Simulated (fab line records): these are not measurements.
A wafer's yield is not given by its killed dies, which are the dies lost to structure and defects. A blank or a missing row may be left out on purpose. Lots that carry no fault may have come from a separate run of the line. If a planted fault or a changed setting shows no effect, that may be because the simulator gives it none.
8D (eight disciplines) problem report, filled in by code / flow rit_cmos / the parts of the form that need people (team, actions taken, sign-off) are left out

1. WHAT WENT WRONG
CONTACT_TEOS_THK at RIT_CONTACT_THK_MEAS_01 reads a mean of 337 nm on 2 wafers of 1 lot; wafers without a fault read 398 nm with a standard deviation of 5.7. Relative to the usual mean, that is a shift of -11 standard deviations.
Earliest sighting: wafer L153.3 on film_metro-03 at day 6 05:46. At this step, 39 wafers from 13 lots have a number in the record. The rule behind "out" and "out of limits": a value lying over 4 standard deviations away from the usual mean. The rest of the wafers with a number are treated as sound.

2. WHAT IT IS, WHAT IT ISN'T
question=which readings at this step | is=CONTACT_TEOS_THK | is not=-
question=which lots | is=L153 | is not=L138, L140, L141, L142, L143, L144, L145, L147, L157, L158, L160, L161
question=which wafers of those lots | is=L153.3, L153.6 | is not=L153.4
question=read on which gauges | is=film_metro-03 | is not=film_metro-02, film_metro-04
question=when | is=from day 6 05:46 | is not=up to then (25 sound wafers); but 12 sound wafers of L157, L158, L160, L161 came after

3. WHAT RULES OUT EACH SUSPECT
Counting: any tool at a process step up to the reading remains a suspect provided it ran every lot that is out. Sound lots after the first of them don't rule it out here, since some wafers of a struck lot are sound.
- the gauge at RIT_CONTACT_THK_MEAS_01 has been ruled out. All the wafers that are out were read on film_metro-03, but those of them that RIT_CONTACT_CVD_00 has rows for are out there too, on other tools.
- plasma_asher-01 at RIT_PSD_STRIP_09 (strips in O2, time 180 s): kept. The lot that is out, L153, ran on it at day 6 04:05; the last sound lot it ran before that was L144, at day 4 07:37.
- rtp_anneal-02 at RIT_SDANNEAL_RTA_03 (time 5 s): kept. The lot that is out, L153, ran on it at day 6 04:39; the last sound lot it ran before that was L147, at day 4 21:52.
- pecvd-01 at RIT_CONTACT_CVD_00 (deposits SiO2 from TEOS, target thk 400 nm, time 61 s): kept. The lot that is out, L153, ran on it at day 6 05:41; the last sound lot it ran before that was L147, at day 4 22:55. Its own readings are out on those wafers: run_length_s.
- Within plasma_asher-01 at RIT_PSD_STRIP_09: the wafers that are out ran in chamber 0; their sound lot-mates ran in chamber 1.
- Within pecvd-01 at RIT_CONTACT_CVD_00: the wafers that are out ran in chamber 0; their sound lot-mates ran in chamber 1.
Left after counting: plasma_asher-01 at RIT_PSD_STRIP_09, rtp_anneal-02 at RIT_SDANNEAL_RTA_03, pecvd-01 at RIT_CONTACT_CVD_00.

4. THE CAUSE (what the simulator had put in)
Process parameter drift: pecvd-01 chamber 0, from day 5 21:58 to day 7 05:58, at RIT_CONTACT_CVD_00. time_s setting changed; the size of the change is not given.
3 suspects survive the count, and this tool is in that group.

5. THE EFFECT CHAIN, in route order
One row per reading whose mean, taken over the struck wafers that have a number, lies over 3 standard deviations from the usual. Scope: only readings with a usual standard deviation given in the record; hours: median across lots of the time from each lot's start at the first step in this table that gives one to its start at this step; sigmas: change in usual standard deviations.
hours=0; step=RIT_CONTACT_CVD_00; reading=run_length_s; usual=89.0 s; on struck wafers=79.2; change=-9.8; sigmas=-15
hours=0; step=RIT_CONTACT_THK_MEAS_01; reading=CONTACT_TEOS_THK; usual=398 nm; on struck wafers=337; change=-61; sigmas=-11
Process steps it contains:
- RIT_CONTACT_CVD_00: deposits SiO2 from TEOS, target thk 400 nm, time 61 s.
Readings that are blank on the struck wafers while sound wafers have them: susceptor_temp_C at RIT_CONTACT_CVD_00.

6. HOW IT WOULD HAVE BEEN CAUGHT EARLIER
8 hours passed between the start of the fault at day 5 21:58 and the first reading out of limits at a measuring or inspecting step in this record, taken at day 6 05:46.
The tool's own readings at RIT_CONTACT_CVD_00 were out on every struck wafer that the step has a row for (run_length_s): an alarm limit on them would have fired on the first of those.
Each of the lots that are out, 1 in all, had begun RIT_CONTACT_CVD_00 on pecvd-01 no later than day 6 05:46. Had the tool been put on hold then, not one of them would have been saved.
